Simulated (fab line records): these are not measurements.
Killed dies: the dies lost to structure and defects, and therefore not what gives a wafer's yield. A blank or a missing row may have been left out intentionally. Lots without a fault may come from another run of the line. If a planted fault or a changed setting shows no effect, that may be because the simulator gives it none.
Commonality check across tools | flow ritCmos | Sampled: 14 lots, 42 wafers

== WHY IT WAS OPENED ==
At RIT_NLDD_TW_MEAS_10 the reading NLDD_TW is flagged on 2 of 14 lots. No-fault wafers: 2498, standard deviation 29.
Rule: a lot gets a flag if all its wafers with a number sit over 4 standard deviations from that mean, or if no wafer of it has a number. As for the other lots, they are considered sound.

lot  | measured    | on           | NLDD_TW, wafer by wafer | flag
L838 | day 3 00:14 | filmMetro-01 | 2486 2482 2485          | 
L839 | day 3 05:41 | filmMetro-02 | 2541 2535 2534          | 
L840 | day 3 13:17 | filmMetro-02 | 2530 2535 2527          | 
L841 | day 3 17:38 | filmMetro-03 | 2487 2493 2469          | 
L842 | day 3 22:29 | filmMetro-01 | 2466 2487 2485          | 
L847 | day 4 19:11 | filmMetro-03 | 2656 2642 2650          | FLAGGED
L848 | day 4 21:02 | filmMetro-01 | 2672 2674 2675          | FLAGGED
L850 | day 5 07:13 | filmMetro-01 | 2502 2491 2491          | 
L851 | day 5 12:35 | filmMetro-01 | 2493 2490 2491          | 
L855 | day 6 08:05 | filmMetro-02 | 2539 2535 2538          | 
L858 | day 6 22:46 | filmMetro-02 | 2530 2533 2542          | 
L859 | day 7 01:59 | filmMetro-02 | 2538 2534 2543          | 
L860 | day 7 07:49 | filmMetro-03 | 2476 2482 2476          | 
L861 | day 7 12:29 | filmMetro-01 | 2496 2507 2495          | 
The mean of the flagged lots' numbers is 2662, +164 from the usual (+6 standard deviations).

== LOT BY LOT: THE TOOL USED ==
The record keeps 1 process step preceding the reading, out of 202 steps on the route. Read each cell as the tool, then ch plus the chambers that the sampled wafers visited, then the start.
lot  | flag    | RIT_NLDD_IMPLANT_08
L838 |         | implanter-03 ch 0, day 2 23:55
L839 |         | implanter-03 ch 0, day 3 05:24
L840 |         | implanter-02 ch 0, day 3 12:57
L841 |         | implanter-03 ch 0, day 3 17:20
L842 |         | implanter-02 ch 0, day 3 22:09
L847 | FLAGGED | implanter-02 ch 0, day 4 18:52
L848 | FLAGGED | implanter-02 ch 0, day 4 20:44
L850 |         | implanter-03 ch 0, day 5 06:54
L851 |         | implanter-04 ch 0, day 5 12:16
L855 |         | implanter-04 ch 0, day 6 07:48
L858 |         | implanter-03 ch 0, day 6 22:26
L859 |         | implanter-03 ch 0, day 7 01:39
L860 |         | implanter-03 ch 0, day 7 07:31
L861 |         | implanter-04 ch 0, day 7 12:10
These steps, and what they do:
- RIT_NLDD_IMPLANT_08
- RIT_NLDD_TW_MEAS_10

== FLAGGED OVER TOTAL, TOOL BY TOOL (the gauges that took the reading come last) ==
step                | tool         | lots run | flagged | share of the flagged lots | sound lots run after its first flagged lot
RIT_NLDD_IMPLANT_08 | implanter-02 | 4        | 2       | all                       | 0
RIT_NLDD_IMPLANT_08 | implanter-03 | 7        | 0       | none                      | -
RIT_NLDD_IMPLANT_08 | implanter-04 | 3        | 0       | none                      | -
RIT_NLDD_TW_MEAS_10 | filmMetro-01 | 6        | 1       | some                      | 3 (L850,L851,L861)
RIT_NLDD_TW_MEAS_10 | filmMetro-02 | 5        | 0       | none                      | -
RIT_NLDD_TW_MEAS_10 | filmMetro-03 | 3        | 1       | some                      | 1 (L860)

== WHAT IS ALLOWED BY THE TABLE ==
In the table, 1 row covers all flagged lots: implanter-02 at RIT_NLDD_IMPLANT_08.
- implanter-02 at RIT_NLDD_IMPLANT_08: 2 of its 4 lots flagged. It ran its last sound lot, L842, at day 3 22:09 and its first flagged lot, L847, at day 4 18:52: a fault with its onset between the two fits. Its own readings (beamEnergyKeV) fall more than 4 standard deviations out on all wafers of the flagged lots.
Left over: one tool, implanter-02 at RIT_NLDD_IMPLANT_08.

== WHAT WAS PUT IN BY THE SIMULATOR ==
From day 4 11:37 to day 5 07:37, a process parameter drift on implanter-02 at RIT_NLDD_IMPLANT_08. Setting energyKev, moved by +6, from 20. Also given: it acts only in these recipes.
Shown lots that were struck: L847, L848. Same finding as the rule above.
